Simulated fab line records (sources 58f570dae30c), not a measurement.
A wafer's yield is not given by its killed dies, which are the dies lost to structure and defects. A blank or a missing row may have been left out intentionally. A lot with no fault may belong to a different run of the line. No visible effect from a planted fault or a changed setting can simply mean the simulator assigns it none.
Split-lot trial | flow berkeleyCmos170 | 23 wafers read from 5 lots, route of 331 steps

== ABOUT THE SPLIT ==
At UCB170_CONTACT_PEB_13, the setting pebTempC was moved away from the recipe's 130 C on 7 of the 23 wafers read, by -2.5% to +2.2%. For the rest of the wafers, this setting stayed at what the recipe calls for.

== FROM THE SPLIT TO THE READING: what the file shows between them, 5 steps ==
- UCB170_CONTACT_DEVELOP_14: develop time 45 s
- UCB170_CONTACT_CD_MEAS_15: target cd 700 nm
- UCB170_CONTACT_ETCH_17: etches BARC in N2/H2
- UCB170_CONTACT_ETCH_18: etches PSG in CHF3/CF4/Ar, stops on TiSi2, target depth 840 nm, time 195 s
- UCB170_CONTACT_STRIP_19: strips in O2

== THE READING ==
cdNm (nm) at UCB170_CONTACT_CD_MEAS_90, where the cd target is 700 nm. Typical for fault-free wafers on this fab line: 700.3 nm, with standard deviation 1.4 nm.

wafer  | tool, chamber at the split | pebTempC as run, C | against the recipe | cdNm, nm | against lot-mates on the recipe
L076.1 | lithoTrack-01, 0           | 130                | recipe             | 696.3    | -
L076.2 | lithoTrack-01, 0           | 130                | recipe             | 697.1    | -
L076.3 | lithoTrack-01, 0           | 128.4              | -1.2%              | 687.8    | -10.5
L076.5 | lithoTrack-01, 0           | 128.4              | -1.2%              | 687.0    | -11.3
L076.6 | lithoTrack-01, 0           | 130                | recipe             | 701.4    | -
L080.1 | lithoTrack-01, 0           | 130                | recipe             | 700.5    | -
L080.2 | lithoTrack-01, 0           | 130                | recipe             | 699.2    | -
L080.4 | lithoTrack-01, 0           | 130                | recipe             | 698.3    | -
L080.5 | lithoTrack-01, 0           | 130                | recipe             | 699.6    | -
L080.6 | lithoTrack-01, 0           | 130                | recipe             | 699.1    | -
L081.1 | lithoTrack-04, 0           | 130                | recipe             | 701.1    | -
L081.4 | lithoTrack-04, 0           | 130                | recipe             | 701.6    | -
L081.5 | lithoTrack-04, 0           | 130                | recipe             | 700.9    | -
L079.1 | lithoTrack-02, 0           | 132.8              | +2.2%              | 717.3    | +16.3
L079.2 | lithoTrack-02, 0           | 130                | recipe             | 700.1    | -
L079.3 | lithoTrack-02, 0           | 130                | recipe             | 701.4    | -
L079.4 | lithoTrack-02, 0           | 130                | recipe             | 701.6    | -
L079.6 | lithoTrack-02, 0           | 132.8              | +2.2%              | 718.7    | +17.7
L082.1 | lithoTrack-01, 0           | 126.7              | -2.5%              | 672.5    | -27.4
L082.2 | lithoTrack-01, 0           | 126.7              | -2.5%              | 671.6    | -28.2
L082.3 | lithoTrack-01, 0           | 126.7              | -2.5%              | 674.9    | -25.0
L082.4 | lithoTrack-01, 0           | 130                | recipe             | 700.6    | -
L082.6 | lithoTrack-01, 0           | 130                | recipe             | 699.1    | -

THE FIT
A straight line over all 23 wafers: cdNm changes by +9.81 nm for each +1% of pebTempC; r = +0.99; the points scatter about the line by 1.8 nm.
The same after taking each lot's own level away (the mean of its wafers on the recipe; 23 wafers): +9.51 nm for each +1%; r = +0.99; scatter 1.8 nm.
On that fit, the largest move of pebTempC shifts the reading by 24 nm.
The span of the lots' own levels, 698.27 to 701.20 nm, comes to 2.1 times the standard deviation stated above.
Consequently the slope shifts little with the lot-to-lot level, the two slopes agreeing.
Check: -24 nm against its lot-mates is what the line predicts for one of the wafers moved furthest among these (-2.5%) when that wafer is left out of the fit. It came out at -27.4 nm against them.

== FURTHER SPLITS ON THESE WAFERS ==
Before the reading, these wafers also passed through other splits. Each is held against what the fit with the lots' levels taken away leaves over:
other split on the same wafers | wafers away from the commonest value | r with cdNm (lot level and that fit taken away)
UCB170_CONTACT_CVD_01 tempC    | 18                                   | -0.32

== THE WHOLE CHAIN: every reading that the file lists as answering this split, in the file's order ==
step                      | what it does                                                               | reading                                                       | change (the file's fit)              | r (the file's)
UCB170_CONTACT_CD_MEAS_15 | target cd 700 nm                                                           | cdNm                                                          | +8.95 nm for each +1% of the setting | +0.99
UCB170_CONTACT_ETCH_17    | etches BARC in N2/H2                                                       | CONTACT.cdNm (the simulator's own value, which no gauge read) | +9.24 nm for each +1% of the setting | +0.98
UCB170_CONTACT_ETCH_18    | etches PSG in CHF3/CF4/Ar, stops on TiSi2, target depth 840 nm, time 195 s | CONTACT.cdNm (the simulator's own value, which no gauge read) | +9.31 nm for each +1% of the setting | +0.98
UCB170_CONTACT_CD_MEAS_90 | target cd 700 nm                                                           | cdNm                                                          | +9.37 nm for each +1% of the setting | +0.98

== THE FILE'S OWN FIT ==
cdNm changes by +9.37 nm for each +1% of pebTempC, r = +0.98.
